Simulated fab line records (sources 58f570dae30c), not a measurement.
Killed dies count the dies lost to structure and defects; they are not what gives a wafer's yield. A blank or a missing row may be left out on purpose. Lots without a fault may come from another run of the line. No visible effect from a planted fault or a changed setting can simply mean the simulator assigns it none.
2 desks looking at one fault + flow berkeleyCmos170 + each desk holds nothing but its own numbers, with what lay behind them at the end

## AT THE TOOL OWNER'S DESK: pvdSputter-01
The tool's own readings at UCB170_M1_SPUTTER_00 (material Al, target thk 600 nm, time 80 s): means of the sampled wafers that have a number, for each lot that ran on this tool. Any lot whose mean is over 4 standard deviations away from the usual mean is out of limits and marked OUT; that distance is given in the brackets.
Columns: A = chamberPressurePa at UCB170_M1_SPUTTER_00, usual 0.5001 Pa; B = throttleValvePct at UCB170_M1_SPUTTER_00, usual 29.9 %
| lot  | first seen here | A      | B    |
|------|-----------------|--------|------|
| L619 | day 8 16:41     | 0.5000 | 30.2 |
| L624 | day 9 19:53     | 0.4980 | 30.4 |
| L626 | day 10 13:25    | 0.5013 | 30.6 |
Result from this desk: across the 3 lots, nothing is out of limits.

## THE METROLOGY DESK
Means of the sampled wafers that have a number, per lot and without regard to the tool the lot ran on: this is what the gauges read. Any lot whose mean is over 4 standard deviations away from the usual mean is out of limits and marked OUT; that distance is given in the brackets.
Columns: A = cdNm at UCB170_CONTACT_CD_MEAS_15, usual 699.7 nm; B = CONTACT_OVL at UCB170_CONTACT_OVL_MEAS_16, usual 2 nm; C = cdNm at UCB170_CONTACT_CD_MEAS_90, usual 700.2 nm; D = M1_AL_RS at UCB170_M1_RS_MEAS_01, usual 0.0486 ohm/sq; E = M1_AL_THK at UCB170_M1_THK_MEAS_02, usual 597 nm; F = cdNm at UCB170_M1_CD_MEAS_09, usual 700.2 nm; G = M1_OVL at UCB170_M1_OVL_MEAS_10, usual -2 nm
| lot  | first seen here | A     | B  | C     | D                | E             | F     | G   |
|------|-----------------|-------|----|-------|------------------|---------------|-------|-----|
| L615 | day 8 02:13     | 699.9 | -7 | 699.0 | 0.0486           | 598           | 700.5 | -4  |
| L619 | day 8 15:49     | 698.9 | 13 | 699.2 | 0.0485           | 601           | 698.2 | -10 |
| L624 | day 9 19:04     | 698.8 | -7 | 700.6 | 0.0333 (-30) OUT | 866 (+43) OUT | 698.7 | -2  |
| L626 | day 10 12:45    | 700.8 | 5  | 702.8 | 0.0335 (-30) OUT | 862 (+43) OUT | 699.3 | -3  |
| L632 | day 11 10:13    | 701.0 | 1  | 702.1 | 0.0486           | 600           | 701.4 | -1  |
| L634 | day 11 22:31    | 698.5 | -3 | 699.2 | 0.0488           | 593           | 701.5 | -7  |
This desk's result: L624, L626 out of limits, first on L624 (M1_AL_RS at UCB170_M1_RS_MEAS_01), day 9 19:58. Within limits: L615, L619, L632, L634.

## TAKEN TOGETHER
The metrology desk could have raised an alarm at day 9 19:58, on L624, L626.
Nothing out of limits was seen by the tool owner's desk.
On record at the tool owner's desk: L624, L626, within its limits.
On pvdSputter-01, each named lot ran UCB170_M1_SPUTTER_00.

## WHAT THE SIMULATOR PUT IN
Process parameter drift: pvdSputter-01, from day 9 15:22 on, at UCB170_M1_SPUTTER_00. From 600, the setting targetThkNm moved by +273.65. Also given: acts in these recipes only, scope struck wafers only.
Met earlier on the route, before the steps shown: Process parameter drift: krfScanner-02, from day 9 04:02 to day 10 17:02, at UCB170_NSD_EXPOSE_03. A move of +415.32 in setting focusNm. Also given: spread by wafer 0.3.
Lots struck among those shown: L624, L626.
Hours from the fault's start to each desk's first reading out of limits: the metrology desk, 5.
